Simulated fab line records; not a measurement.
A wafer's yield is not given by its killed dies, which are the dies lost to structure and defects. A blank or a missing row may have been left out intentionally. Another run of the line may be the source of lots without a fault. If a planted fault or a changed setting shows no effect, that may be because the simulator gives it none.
One fault through the eyes of 2 desks ; flow berkeley_cmos170 ; each desk holds nothing but its own numbers, with what lay behind them at the end

== FROM THE METROLOGY DESK ==
What the gauges read for every lot (on any tool): the sampled wafers with a number, averaged. Marked OUT: a lot whose mean sits more than 4 standard deviations from the usual mean, which makes it out of limits; the brackets give that distance.
Columns: A = cd_nm at UCB170_V1_CD_MEAS_12, usual 700.1 nm; B = M3_AL_RS at UCB170_M3_RS_MEAS_02, usual 0.03209 ohm/sq
lot;first seen here;A;B
L985;day 8 10:54;701.0;0.03230
L984;day 8 11:10;699.9;0.03196
L986;day 8 19:46;698.7;0.03200
L987;day 9 09:04;697.7;0.03219
L989;day 9 09:25;699.3;0.03202
L988;day 9 09:41;698.8;0.03192
L991;day 9 23:03;699.7;0.03190
L995;day 11 06:19;698.3;0.03227
L999;day 11 11:08;703.5;0.03217
L102;day 12 15:05;700.1;0.03217
L100;day 12 15:17;702.1;0.03241
L105;day 12 22:04;700.6;0.03230
L104;day 12 23:57;701.9;0.03213
L106;day 13 05:52;698.2;0.03185
Finding of this desk: none of the 14 lots has anything out of limits.

== AT THE TOOL OWNER'S DESK: rie_metal-04 ==
The tool's own readings at UCB170_M1_METAL_ETCH_12 (etches Al in Cl2/BCl3, stops on PSG, target depth 780 nm, time 130 s): means of the sampled wafers that have a number, for each lot that ran on this tool. Marked OUT: a lot whose mean sits more than 4 standard deviations from the usual mean, which makes it out of limits; the brackets give that distance.
Columns: A = chamber_pressure_mTorr at UCB170_M1_METAL_ETCH_12, usual 11.999 mTorr; B = drypump_motor_current_A at UCB170_M1_METAL_ETCH_12, usual 5.8 A; C = oes_product_au at UCB170_M1_METAL_ETCH_12, usual 0.853 a.u.; D = throttle_valve_pct at UCB170_M1_METAL_ETCH_12, usual 24.50 %
lot;first seen here;A;B;C;D
L987;day 9 03:50;11.992;5.9;0.848;24.70
L989;day 9 04:59;12.004;5.9;0.850;24.71
L991;day 9 18:08;17.992 (+99 or more) OUT;6.3;0.845;24.70
L995;day 10 23:15;18.002 (+99 or more) OUT;5.8;0.855;24.69
Finding of this desk: L991, L995 out of limits; the first was L991 at day 9 18:08, on chamber_pressure_mTorr at UCB170_M1_METAL_ETCH_12. L987, L989 stayed within limits.

== ALL TOGETHER ==
The tool owner's desk had the chance to raise an alarm at day 9 18:08 on L991, L995.
Metrology desk: nothing out of limits seen.
The metrology desk has L991, L995 on record, within its limits.
On rie_metal-04, each named lot ran UCB170_M1_METAL_ETCH_12.

== WHAT THE SIMULATOR PUT IN ==
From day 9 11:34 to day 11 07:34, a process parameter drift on rie_metal-04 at UCB170_M1_METAL_ETCH_12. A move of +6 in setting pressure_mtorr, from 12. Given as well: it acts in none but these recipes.
Lots struck among those shown: L991, L995.
Time in hours from fault onset to the first out-of-limits reading at each desk: the tool owner's desk, 7.
